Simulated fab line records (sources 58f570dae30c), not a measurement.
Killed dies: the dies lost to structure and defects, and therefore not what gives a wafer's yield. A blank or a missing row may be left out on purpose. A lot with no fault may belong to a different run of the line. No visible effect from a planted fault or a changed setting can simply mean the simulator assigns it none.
fab line records ; flow berkeley_cmos170
record lots=13; wafers=39; last_day=12
route steps=331 shown NWELL@19 PWELL@37 GATE@135 PSD@182
lots untouched by any fault: they come from a run of this same line in which no faults occurred
start_h: the number of hours between the record's first day and the start of the first shown wafer of the lot ; wait_h: time in hours since the lot's previous step ; " the same as in the row above ; L1.1+2: several wafers, shown together as one row ; - either no value or no given start ; * or withheld: withheld ; < > ~ a bound
route shown NAME@n: NAME is a module with steps in the file, n the number in the route of the first one ; usual: mean/standard deviation taken from wafers without a fault ; same: alike in all rows ; chamber/n: place in a boat ; sites: per-site readings ; _std_site: their standard deviation ; _edge_site: mean of outer sites minus mean of inner sites ; radius_mm: how far each site lies from the wafer's centre ; mask NAME#n: copy n ; behind: the tool/chamber that last shaped the wafer ; hold: what put the lot on hold/how long, in hours/how the hold closed ; device: which transistor (n, p or np) failed to switch ; end of line: tests run on the same wafers once the route is complete ; a step given without rows: its recipe and nothing more ; killed: dies that structure and defects cost at the first sort, which is not the same as the wafer's yield ; map: a wafer's dies, x killed, . not, _ none there
set.NAME: the run value of the setting; set.NAME@STEP: its run value at that earlier step ; model.NAME: the simulator's own value behind a step, which no gauge read
one table for each step of the route and one row for each wafer, over a sample of lots
services: from which hour (start_h, from the record's first day; less than 0 if before it) a tool's chamber was out of use, for how many hours, and why
## steps
# step UCB170_NWELL_THK_MEAS_05
# recipe reads=Si3N4_of_NWELL_CVD_04
# usual NWELL_NITRIDE_THK=224.1/1.8
lot.wafer;tool;chamber;start_h;wait_h;NWELL_NITRIDE_THK[nm]
L484.1;film_metro-04;-;34.47;0.0;227.6
L484.2;film_metro-04;-;34.47;0.0;226.3
L484.6;film_metro-04;-;34.47;0.0;225.7
L485.2;film_metro-02;-;39.96;0.0;224.2
L485.4;film_metro-02;-;39.96;0.0;223.8
L485.5;film_metro-02;-;39.96;0.0;223.0
L487.1;film_metro-03;-;52.80;0.0;224.4
L487.4;film_metro-03;-;52.80;0.0;226.0
L487.5;film_metro-03;-;52.80;0.0;225.6
L490.1;film_metro-04;-;61.99;0.1;222.9
L490.2;film_metro-04;-;61.99;0.1;223.2
L490.4;film_metro-04;-;61.99;0.1;225.7
L492.1;film_metro-04;-;82.36;0.0;224.4
L492.2;film_metro-04;-;82.36;0.0;224.3
L492.4;film_metro-04;-;82.36;0.0;223.1
L495.2;film_metro-03;-;93.53;0.0;225.7
L495.5;film_metro-03;-;93.53;0.0;226.5
L495.6;film_metro-03;-;93.53;0.0;224.1
L496.1;film_metro-04;-;108.33;0.2;223.5
L496.4;film_metro-04;-;108.33;0.2;223.9
L496.5;film_metro-04;-;108.33;0.2;224.1
L498.4;film_metro-02;-;108.36;0.2;224.4
L498.5;film_metro-02;-;108.36;0.2;225.7
L498.6;film_metro-02;-;108.36;0.2;224.9
L499.2;film_metro-04;-;115.91;0.0;221.9
L499.5;film_metro-04;-;115.91;0.0;222.4
L499.6;film_metro-04;-;115.91;0.0;222.9
L502.1;film_metro-02;-;119.09;0.0;222.5
L502.2;film_metro-02;-;119.09;0.0;222.1
L502.5;film_metro-02;-;119.09;0.0;221.8
L500.1;film_metro-02;-;119.15;0.1;224.7
L500.2;film_metro-02;-;119.15;0.1;223.5
L500.3;film_metro-02;-;119.15;0.1;225.1
L503.2;film_metro-04;-;127.01;0.0;227.0
L503.3;film_metro-04;-;127.01;0.0;226.8
L503.4;film_metro-04;-;127.01;0.0;226.4
L506.2;film_metro-03;-;133.33;0.0;225.9
L506.4;film_metro-03;-;133.33;0.0;224.3
L506.5;film_metro-03;-;133.33;0.0;222.6
# step UCB170_PWELL_THK_MEAS_03
# recipe reads=SiO2_of_PWELL_OXIDATION_02
# usual PWELL_OXIDE_THK=26.5/0.35
lot.wafer;tool;chamber;start_h;wait_h;PWELL_OXIDE_THK[nm]
L484.1;film_metro-02;-;47.40;0.0;26.5
L484.2;film_metro-02;-;47.40;0.0;26.2
L484.6;film_metro-02;-;47.40;0.0;26.3
L485.2;film_metro-01;-;47.47;0.1;26.4
L485.4;film_metro-01;-;47.47;0.1;26.1
L485.5;film_metro-01;-;47.47;0.1;26.3
L487.1;film_metro-04;-;65.89;0.0;25.9
L487.4;film_metro-04;-;65.89;0.0;26.6
L487.5;film_metro-04;-;65.89;0.0;26.3
L490.1;film_metro-02;-;76.82;0.0;27.2
L490.2;film_metro-02;-;76.82;0.0;26.9
L490.4;film_metro-02;-;76.82;0.0;27.0
L492.1;film_metro-01;-;97.64;0.0;26.7
L492.2;film_metro-01;-;97.64;0.0;26.6
L492.4;film_metro-01;-;97.64;0.0;26.5
L495.2;film_metro-01;-;108.30;0.1;26.3
L495.5;film_metro-01;-;108.30;0.1;26.7
L495.6;film_metro-01;-;108.30;0.1;26.9
L496.1;film_metro-02;-;116.43;0.0;26.3
L496.4;film_metro-02;-;116.43;0.0;26.4
L496.5;film_metro-02;-;116.43;0.0;26.8
L498.4;film_metro-01;-;116.46;0.0;27.2
L498.5;film_metro-01;-;116.46;0.0;27.1
L498.6;film_metro-01;-;116.46;0.0;26.7
L502.1;film_metro-04;-;134.93;0.0;26.2
L502.2;film_metro-04;-;134.93;0.0;26.6
L502.5;film_metro-04;-;134.93;0.0;26.2
L499.2;film_metro-02;-;134.94;0.0;26.3
L499.5;film_metro-02;-;134.94;0.0;26.3
L499.6;film_metro-02;-;134.94;0.0;26.8
L500.1;film_metro-02;-;134.99;0.1;26.3
L500.2;film_metro-02;-;134.99;0.1;26.6
L500.3;film_metro-02;-;134.99;0.1;26.4
L503.2;film_metro-01;-;135.00;0.1;26.2
L503.3;film_metro-01;-;135.00;0.1;26.5
L503.4;film_metro-01;-;135.00;0.1;26.3
L506.2;film_metro-04;-;143.96;0.1;27.1
L506.4;film_metro-04;-;143.96;0.1;27.2
L506.5;film_metro-04;-;143.96;0.1;26.9
# step UCB170_GATE_EXPOSE_09
# recipe mask_id=POLY; target_cd_nm=350; na=0.5; sigma_outer=0.6; source_shape=conventional; dose_mj=21
# usual reticle_temp_C=23.02/0.1
lot.wafer;tool;chamber;start_h;wait_h;mask;reticle_temp_C
L485.2;krf_scanner-01;0;153.06;-;POLY#0;23.15
L485.4;krf_scanner-01;0;153.06;-;POLY#0;22.99
L485.5;krf_scanner-01;0;153.06;-;POLY#0;22.99
L484.1;krf_scanner-01;0;153.57;-;POLY#0;23.24
L484.2;krf_scanner-01;0;153.57;-;POLY#0;22.97
L484.6;krf_scanner-01;0;153.57;-;POLY#0;23.03
L487.1;krf_scanner-02;0;162.68;-;POLY#0;22.93
L487.4;krf_scanner-02;0;162.68;-;POLY#0;22.91
L487.5;krf_scanner-02;0;162.68;-;POLY#0;22.89
L490.1;krf_scanner-02;0;172.80;-;POLY#0;23.05
L490.2;krf_scanner-02;0;172.80;-;POLY#0;23.14
L490.4;krf_scanner-02;0;172.80;-;POLY#0;23.00
L492.1;krf_scanner-01;0;199.93;-;POLY#0;22.95
L492.2;krf_scanner-01;0;199.93;-;POLY#0;23.01
L492.4;krf_scanner-01;0;199.93;-;POLY#0;22.93
L498.4;krf_scanner-01;0;207.42;-;POLY#0;23.07
L498.5;krf_scanner-01;0;207.42;-;POLY#0;22.84
L498.6;krf_scanner-01;0;207.42;-;POLY#0;22.87
L496.1;krf_scanner-02;0;207.61;-;POLY#0;22.90
L496.4;krf_scanner-02;0;207.61;-;POLY#0;22.95
L496.5;krf_scanner-02;0;207.61;-;POLY#0;22.92
L495.2;krf_scanner-01;0;208.52;-;POLY#0;23.14
L495.5;krf_scanner-01;0;208.52;-;POLY#0;22.99
L495.6;krf_scanner-01;0;208.52;-;POLY#0;22.94
L503.2;krf_scanner-02;0;225.85;-;POLY_R1#0;23.18
L503.3;krf_scanner-02;0;225.85;-;POLY_R1#0;23.05
L503.4;krf_scanner-02;0;225.85;-;POLY_R1#0;23.06
L502.1;krf_scanner-02;0;225.94;-;POLY#0;23.13
L502.2;krf_scanner-02;0;225.94;-;POLY#0;23.05
L502.5;krf_scanner-02;0;225.94;-;POLY#0;22.98
L499.2;krf_scanner-02;0;226.20;-;POLY#0;22.86
L499.5;krf_scanner-02;0;226.20;-;POLY#0;22.95
L499.6;krf_scanner-02;0;226.20;-;POLY#0;22.94
L500.1;krf_scanner-02;0;237.40;-;POLY#0;23.16
L500.2;krf_scanner-02;0;237.40;-;POLY#0;23.12
L500.3;krf_scanner-02;0;237.40;-;POLY#0;23.15
L506.2;krf_scanner-02;0;247.23;-;POLY#0;23.03
L506.4;krf_scanner-02;0;247.23;-;POLY#0;22.88
L506.5;krf_scanner-02;0;247.23;-;POLY#0;23.04
# step UCB170_GATE_CD_MEAS_12
# recipe target_cd_nm=350
# usual cd_nm=350.6/1.6
lot.wafer;tool;chamber;start_h;wait_h;hold;cd_nm
L485.2;cd_sem-01;-;153.50;-;-;350.7
L485.4;cd_sem-01;-;153.50;-;-;352.5
L485.5;cd_sem-01;-;153.50;-;-;351.4
L484.1;cd_sem-02;-;154.21;-;-;351.2
L484.2;cd_sem-02;-;154.21;-;-;351.1
L484.6;cd_sem-02;-;154.21;-;-;351.2
L487.1;cd_sem-02;-;163.08;-;-;353.0
L487.4;cd_sem-02;-;163.08;-;-;350.7
L487.5;cd_sem-02;-;163.08;-;-;353.3
L490.1;cd_sem-02;-;173.81;-;-;351.2
L490.2;cd_sem-02;-;173.81;-;-;351.8
L490.4;cd_sem-02;-;173.81;-;-;350.2
L492.1;cd_sem-02;-;200.81;-;-;352.6
L492.2;cd_sem-02;-;200.81;-;-;352.0
L492.4;cd_sem-02;-;200.81;-;-;353.1
L498.4;cd_sem-02;-;208.72;-;-;348.4
L498.5;cd_sem-02;-;208.72;-;-;347.3
L498.6;cd_sem-02;-;208.72;-;-;349.0
L496.1;cd_sem-01;-;208.93;-;-;349.6
L496.4;cd_sem-01;-;208.93;-;-;349.5
L496.5;cd_sem-01;-;208.93;-;-;350.8
L495.2;cd_sem-01;-;209.59;-;-;350.4
L495.5;cd_sem-01;-;209.59;-;-;350.4
L495.6;cd_sem-01;-;209.59;-;-;350.1
L502.1;cd_sem-02;-;226.43;-;-;348.8
L502.2;cd_sem-02;-;226.43;-;-;350.5
L502.5;cd_sem-02;-;226.43;-;-;349.3
L503.2;cd_sem-01;-;226.44;-;await_dispo/0.2h/release;374.6
L503.3;cd_sem-01;-;226.44;-;await_dispo/0.2h/release;374.6
L503.4;cd_sem-01;-;226.44;-;await_dispo/0.2h/release;374.8
L503.2;cd_sem-01;-;226.84;0.4;-;374.4
L503.3;cd_sem-01;-;226.84;0.4;-;374.1
L503.4;cd_sem-01;-;226.84;0.4;-;375.4
L499.2;cd_sem-02;-;226.99;-;-;351.5
L499.5;cd_sem-02;-;226.99;-;-;350.4
L499.6;cd_sem-02;-;226.99;-;-;351.2
L500.1;cd_sem-01;-;237.84;-;-;349.7
L500.2;cd_sem-01;-;237.84;-;-;350.6
L500.3;cd_sem-01;-;237.84;-;-;350.3
L506.2;cd_sem-02;-;248.14;-;-;349.6
L506.4;cd_sem-02;-;248.14;-;-;351.8
L506.5;cd_sem-02;-;248.14;-;-;350.4
# step UCB170_PSD_OVL_MEAS_07
# usual PSD_OVL=0/7
lot.wafer;tool;chamber;start_h;wait_h;PSD_OVL[nm]
L485.2;overlay-02;-;169.62;0.1;-10
L485.4;overlay-02;-;169.62;0.1;-9
L485.5;overlay-02;-;169.62;0.1;2
L484.1;overlay-02;-;170.20;0.1;0
L484.2;overlay-02;-;170.20;0.1;-4
L484.6;overlay-02;-;170.20;0.1;-2
L487.1;overlay-02;-;175.85;0.1;-7
L487.4;overlay-02;-;175.85;0.1;0
L487.5;overlay-02;-;175.85;0.1;-11
L490.1;overlay-01;-;187.57;0.1;-8
L490.2;overlay-01;-;187.57;0.1;-5
L490.4;overlay-01;-;187.57;0.1;5
L492.1;overlay-01;-;211.65;0.1;2
L492.2;overlay-01;-;211.65;0.1;2
L492.4;overlay-01;-;211.65;0.1;0
L498.4;overlay-01;-;219.90;0.1;8
L498.5;overlay-01;-;219.90;0.1;11
L498.6;overlay-01;-;219.90;0.1;2
L496.1;overlay-02;-;220.13;0.1;-5
L496.4;overlay-02;-;220.13;0.1;-6
L496.5;overlay-02;-;220.13;0.1;-4
L495.2;overlay-01;-;226.27;0.1;-11
L495.5;overlay-01;-;226.27;0.1;4
L495.6;overlay-01;-;226.27;0.1;-10
L502.1;overlay-01;-;240.10;0.1;3
L502.2;overlay-01;-;240.10;0.1;-6
L502.5;overlay-01;-;240.10;0.1;6
L499.2;overlay-02;-;240.32;0.1;-9
L499.5;overlay-02;-;240.32;0.1;-5
L499.6;overlay-02;-;240.32;0.1;-12
L503.2;overlay-02;-;245.34;0.1;-1
L503.3;overlay-02;-;245.34;0.1;9
L503.4;overlay-02;-;245.34;0.1;-1
L500.1;overlay-02;-;253.53;0.1;13
L500.2;overlay-02;-;253.53;0.1;2
L500.3;overlay-02;-;253.53;0.1;7
L506.2;overlay-02;-;260.12;0.1;-5
L506.4;overlay-02;-;260.12;0.1;0
L506.5;overlay-02;-;260.12;0.1;2
## services
tool;chamber;start_h;hours;kind
krf_scanner-01;-;146.00;0.8;pm
krf_scanner-01;-;170.83;1.3;pm
krf_scanner-01;-;173.94;3.5;repair
krf_scanner-02;0;175.31;-;calibration
krf_scanner-01;-;177.78;6.8;repair
krf_scanner-02;-;185.25;4.4;pm
krf_scanner-02;-;201.14;1.0;pm
krf_scanner-01;-;222.46;4.0;pm
## key
first_sign step=UCB170_GATE_EXPOSE_09; reading=mask; direction=changed
effect step=UCB170_GATE_CD_MEAS_12; reading=visit; direction=added
effect step=UCB170_GATE_CD_MEAS_12; reading=cd_nm; direction=up; sigmas=15; usual=350.6; struck=374.7
met_at UCB170_GATE_EXPOSE_09
struck_lots L503
tester_left_out L503
not_acting_at UCB170_NWELL_THK_MEAS_05,UCB170_PWELL_THK_MEAS_03,UCB170_PSD_OVL_MEAS_07
onset_between 207.61 225.85
fault kind=wrong_mask; tool=any; chamber=-; onset_h=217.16; steps=UCB170_GATE_EXPOSE_09; aux_copy=POLY_R1#0; cd_offset_nm=25; scope=struck_lots_only
# tester_left_out: of these lots the tester's yield and bins aren't shown, on N5 and GAA mostly nor the transistor test; their killed dies are dies lost to structure and defects alone, not to doping, threshold or leakage, so they don't give the yield
